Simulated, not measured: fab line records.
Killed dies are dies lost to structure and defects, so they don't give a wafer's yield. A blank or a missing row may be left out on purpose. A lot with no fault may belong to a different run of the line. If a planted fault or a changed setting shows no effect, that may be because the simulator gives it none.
Which tool is to blame? / flow ritCmos / at 1 step of a route of 202, 14 lots with 42 wafers sampled

## WHAT THE GAUGES READ, wafer by wafer
The record lacks any reading of a measuring or inspecting step that a usual standard deviation could be used to judge.

## EACH LOT AND THE TOOL THAT RAN IT (in order: tool; ch and the chambers of the sampled wafers; start)
lot=L138; RIT_GATE_EXPOSE_13=ilineStepper-02 ch 0, day 3 18:59
lot=L139; RIT_GATE_EXPOSE_13=ilineStepper-01 ch 0, day 3 19:12
lot=L143; RIT_GATE_EXPOSE_13=ilineStepper-02 ch 0, day 4 07:44
lot=L142; RIT_GATE_EXPOSE_13=ilineStepper-01, day 4 07:59
lot=L144; RIT_GATE_EXPOSE_13=ilineStepper-02, day 4 11:18
lot=L149; RIT_GATE_EXPOSE_13=ilineStepper-01 ch 0, day 5 09:22
lot=L150; RIT_GATE_EXPOSE_13=ilineStepper-02 ch 0, day 5 17:11
lot=L151; RIT_GATE_EXPOSE_13=ilineStepper-02 ch 0, day 5 20:31
lot=L153; RIT_GATE_EXPOSE_13=ilineStepper-02 ch 0, day 6 09:52
lot=L154; RIT_GATE_EXPOSE_13=ilineStepper-02 ch 0, day 6 13:10
lot=L155; RIT_GATE_EXPOSE_13=ilineStepper-01 ch 0, day 6 17:24
lot=L156; RIT_GATE_EXPOSE_13=ilineStepper-02 ch 0, day 6 17:40
lot=L157; RIT_GATE_EXPOSE_13=ilineStepper-02 ch 0, day 7 07:49
lot=L159; RIT_GATE_EXPOSE_13=ilineStepper-02 ch 0, day 7 11:43
- RIT_GATE_EXPOSE_13: exposes mask M6, target cd 150 nm.

## WHAT THE TOOLS THEMSELVES READ (means of the sampled wafers that have a number; where no wafer has one, the mark that the record gives instead)
RIT_GATE_EXPOSE_13. Usual: exposureDoseMJCm2 379.9, standard deviation 0.36; focusOffsetNm 0.0 nm, standard deviation 0.62; stageVelMmS 499.97 mm/s, standard deviation 0.23.
lot=L138; tool=ilineStepper-02; exposureDoseMJCm2=379.3; focusOffsetNm (nm)=0.9; stageVelMmS (mm/s)=499.96; flag=
lot=L139; tool=ilineStepper-01; exposureDoseMJCm2=379.8; focusOffsetNm (nm)=-0.0; stageVelMmS (mm/s)=499.98; flag=
lot=L143; tool=ilineStepper-02; exposureDoseMJCm2=380.0; focusOffsetNm (nm)=-0.3; stageVelMmS (mm/s)=500.26; flag=
lot=L142; tool=ilineStepper-01; exposureDoseMJCm2=-; focusOffsetNm (nm)=-; stageVelMmS (mm/s)=-; flag=OFF
lot=L144; tool=ilineStepper-02; exposureDoseMJCm2=-; focusOffsetNm (nm)=-; stageVelMmS (mm/s)=-; flag=OFF
lot=L149; tool=ilineStepper-01; exposureDoseMJCm2=380.5; focusOffsetNm (nm)=0.1; stageVelMmS (mm/s)=499.66; flag=
lot=L150; tool=ilineStepper-02; exposureDoseMJCm2=379.8; focusOffsetNm (nm)=0.5; stageVelMmS (mm/s)=499.77; flag=
lot=L151; tool=ilineStepper-02; exposureDoseMJCm2=380.2; focusOffsetNm (nm)=-0.1; stageVelMmS (mm/s)=499.98; flag=
lot=L153; tool=ilineStepper-02; exposureDoseMJCm2=379.8; focusOffsetNm (nm)=0.6; stageVelMmS (mm/s)=499.99; flag=
lot=L154; tool=ilineStepper-02; exposureDoseMJCm2=380.2; focusOffsetNm (nm)=-0.3; stageVelMmS (mm/s)=500.05; flag=
lot=L155; tool=ilineStepper-01; exposureDoseMJCm2=380.0; focusOffsetNm (nm)=-0.1; stageVelMmS (mm/s)=499.88; flag=
lot=L156; tool=ilineStepper-02; exposureDoseMJCm2=379.5; focusOffsetNm (nm)=-0.1; stageVelMmS (mm/s)=499.79; flag=
lot=L157; tool=ilineStepper-02; exposureDoseMJCm2=379.7; focusOffsetNm (nm)=-0.3; stageVelMmS (mm/s)=499.91; flag=
lot=L159; tool=ilineStepper-02; exposureDoseMJCm2=379.9; focusOffsetNm (nm)=-0.3; stageVelMmS (mm/s)=499.88; flag=

## THE ANSWER, worked out from the rows above alone
Rule: a lot is off if the mean of its wafers that have a number lies more than 3 standard deviations from the usual mean. Also off: a lot with no number at a reading for which 4 or more lots have one. The other lots that the step has rows for count as sound. Order of review: gauges by route order, followed by the tools' own readings, for which a lot's mean as printed above is used. At the first step where some lot is off, the reading lying furthest off is the one used; lots without a number count as furthest.
Off at RIT_GATE_EXPOSE_13 (exposureDoseMJCm2): L142, L144. Without a number there: L142, L144.
If a tool, at that step or one of the process steps before it, ran each lot that is off and ran no sound lot following the first of them, it fits. Not one of the candidates tried fits.

## WHAT THE SIMULATOR HAD INSERTED
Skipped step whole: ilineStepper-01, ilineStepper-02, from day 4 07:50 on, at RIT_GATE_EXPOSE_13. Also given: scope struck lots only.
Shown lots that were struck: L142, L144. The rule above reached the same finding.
